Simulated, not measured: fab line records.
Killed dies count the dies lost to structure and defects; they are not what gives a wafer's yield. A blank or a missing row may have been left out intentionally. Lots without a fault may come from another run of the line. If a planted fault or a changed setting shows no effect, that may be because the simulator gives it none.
A lot that was struck, set against a sound lot    flow berkeleyCmos170    14 out of 331 route steps
Sound: wafers L494.1, L494.2, L494.6. The struck wafers were L486.1, L486.2, L486.4. The cause is given at the end.
For every step that has rows: the tool of each side, followed by ch and its chambers, followed by its first start. Under that, the readings that differ: sound wafers    struck wafers    difference of the means    sigmas: that difference in standard deviations of wafers without a fault.
alike: words and numbers the same on both sides, and readings whose means are apart by under 2 such deviations; not compared: readings that were withheld, readings missing a value for some wafer, numbers with overlapping values and no deviation given by the record, and bounds like >300 which may hide the same value.
The two part at a step that has a row with sigmas, a row that says differs or no value, or rows on one side only. Numbers that have no deviation but don't overlap get no sigmas and don't part them. A reading missing from all wafers of one side parts the sides only when that side holds two or more wafers.

UCB170_CONTACT_THK_MEAS_02:
  sound: filmMetro-02 at day 11 01:04; struck: filmMetro-04 at day 9 14:08
reading               sound        struck       difference  sigmas
CONTACT_PSG_THK (nm)  707 708 711  693 685 687  -20         -2
then, 3 steps without rows for these wafers: UCB170_CONTACT_HMDS_03 (prime time 60 s); UCB170_CONTACT_COAT_04 (resist thk 900 nm); UCB170_CONTACT_SOFTBAKE_05 (time 60 s).
UCB170_CONTACT_STRIP_06: strips in O2.
  sound on plasmaAsher-02 ch 0,1, day 11 01:35; struck on plasmaAsher-04 ch 0,1, day 9 14:47
reading                   sound              struck             difference  sigmas
stripTimeToEndpointS (s)  21.88 21.88 21.81  22.01 22.00 21.99  +0.14       +2
  alike: drypumpMotorCurrentA, o2FlowSccm, oesProductAu
  not compared: rfHoursCounterH
then, 1 step without rows for these wafers: UCB170_CONTACT_CLEAN_07 (cleans in SPM, time 600 s).
UCB170_CONTACT_RTA_08: time 10 s.
  sound on rtpAnneal-01 ch 0, day 11 01:53; struck on rtpAnneal-02 ch 0, day 9 15:04
reading           sound           struck          difference  sigmas
lampPowerPct (%)  25.8 25.9 25.9  22.4 22.4 22.4  -3.5        -2
  alike: wafer_temp_C_max
then, 5 steps without rows for these wafers: UCB170_CONTACT_COAT_09; UCB170_CONTACT_COAT_10 (resist thk 900 nm); UCB170_CONTACT_SOFTBAKE_11 (time 60 s); UCB170_CONTACT_EXPOSE_12 (exposes mask CONT, target cd 700 nm); UCB170_CONTACT_PEB_13.
UCB170_CONTACT_DEVELOP_14: develop time 45 s.
  struck on lithoTrack-03, day 9 16:00; sound on lithoTrack-01 ch 0, day 11 02:00
  no value came back on the struck wafers for chillPlateTempC (C), developTimeS (s), resistLineTempC (C); on the sound wafers chillPlateTempC (C) reads 22.98 23.04 22.83
reading                                  sound            struck             difference  sigmas
model.KrF_of_CONTACT_COAT_10.thkNm (nm)  881.6 883.3 883  898.1 897.8 896.6  +14.9       
UCB170_CONTACT_CD_MEAS_15: the cd target is 700 nm.
  sound: cdSem-01 at day 11 02:52; struck: cdSem-02 at day 9 16:22
reading    sound              struck  difference                     sigmas
cdNm (nm)  699.2 700.4 698.2  - - -   no value on the struck wafers  

WHERE THEY PART
Earliest at UCB170_CONTACT_THK_MEAS_02; latest, in this record, at UCB170_CONTACT_CD_MEAS_15.

WHY: the cause the simulator had injected
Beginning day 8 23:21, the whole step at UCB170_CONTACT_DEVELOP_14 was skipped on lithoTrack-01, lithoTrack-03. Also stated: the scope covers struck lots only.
